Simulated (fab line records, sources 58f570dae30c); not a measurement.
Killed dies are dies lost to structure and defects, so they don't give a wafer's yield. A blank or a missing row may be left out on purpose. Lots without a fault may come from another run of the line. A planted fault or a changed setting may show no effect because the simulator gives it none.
A struck lot beside a sound one | flow berkeley_cmos170 | 15 steps out of a route of 331
Sound: wafers L150.1, L150.2, L150.5. Struck: wafers L159.1, L159.4, L159.5. The cause comes at the end.
At each step with rows: each side's tool, then ch and its chambers, then its first start. Under that, the readings that differ: sound wafers | struck wafers | difference of the means | sigmas: that difference in standard deviations of wafers without a fault.
alike: readings whose means differ by less than 2 such deviations, and words and numbers that are the same on both sides. not compared: withheld readings, readings that some wafer has no value for, bounds like >300 that may hide the same value, and numbers for which the record gives no deviation and whose values overlap.
The two part at a step that has a row with sigmas, a row that says differs or no value, or rows on one side only. Numbers that don't overlap but have no deviation are shown without sigmas and don't part them. A reading that every wafer of one side lacks parts them only if that side has two wafers or more.

UCB170_V2_CMP_02: polishes SiO2.
  sound on cmp-01 ch 0,1, day 10 13:16; struck on cmp-02 ch 1,3, day 12 18:00
  alike: head_pressure_psi, motor_current_A
UCB170_V2_BOW_MEAS_03:
  sound on film_metro-01, day 10 13:34; struck on film_metro-03, day 12 18:18
  alike: V2_BOW
UCB170_V2_THK_MEAS_04:
  sound on film_metro-01, day 10 13:41; struck on film_metro-03, day 12 18:25
  alike: V2_POLISHED_THK
then, 7 steps without rows for these wafers: UCB170_V2_CLEAN_05 (cleans in DIW); UCB170_V2_HMDS_06 (prime time 60 s); UCB170_V2_COAT_07 (resist thk 900 nm); UCB170_V2_SOFTBAKE_08 (time 60 s); UCB170_V2_EXPOSE_09 (exposes mask VIA2, target cd 700 nm); UCB170_V2_PEB_10; UCB170_V2_DEVELOP_11 (develop time 45 s).
UCB170_V2_CD_MEAS_12: target cd 700 nm.
  sound on cd_sem-02, day 10 15:21; struck on cd_sem-01, day 12 20:53
  alike: cd_nm
UCB170_V2_OVL_MEAS_13:
  sound on overlay-02, day 10 15:28; struck on overlay-01, day 12 21:00
  alike: V2_OVL
UCB170_V2_ETCH_14: etches SiO2 in CHF3/CF4/Ar, stops on Al, target depth 1250 nm, time 291 s.
  sound on rie_diel-03 ch 0,1,2, day 10 15:31; struck on rie_diel-03 ch 0,1,3, day 12 21:02
  reading                             | sound             | struck                  | difference | sigmas
  oes_product_au (a.u.)               | 0.858 0.874 0.866 | 0.841 0.822 0.836       | -0.033     | -3
  over_etch_frac                      | 0.25 0.25 0.25    | 0.35875 0.35875 0.35875 | +0.10875   |
  model.KrF_of_V2_COAT_07.thk_nm (nm) | 613 618.2 613.7   | 590.5 586.4 593.1       | -25.0      |
  alike: drypump_motor_current_A, throttle_valve_pct
  not compared: rf_hours_counter_h
UCB170_V2_STRIP_15: strips in O2.
  sound on plasma_asher-03 ch 0,1, day 10 15:41; struck on plasma_asher-03 ch 0,1, day 12 21:13
  reading                      | sound             | struck            | difference | sigmas
  strip_time_to_endpoint_s (s) | 15.39 15.50 15.40 | 14.84 14.75 14.91 | -0.60      | -5
  alike: drypump_motor_current_A, oes_product_au
  not compared: rf_hours_counter_h
UCB170_V2_CD_MEAS_90: target cd 700 nm.
  sound on cd_sem-02, day 10 15:47; struck on cd_sem-01, day 12 21:19
  alike: cd_nm

WHERE THEY PART
First at UCB170_V2_ETCH_14; last, within this record, at UCB170_V2_STRIP_15. Later steps at which nothing parts them and some readings are alike: UCB170_V2_CD_MEAS_90.

WHY: what the simulator had put in
Process parameter drift: rie_diel-03, from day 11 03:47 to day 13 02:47, at UCB170_V2_ETCH_14. Setting over_etch_frac, moved by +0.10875, from 0.25. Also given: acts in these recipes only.
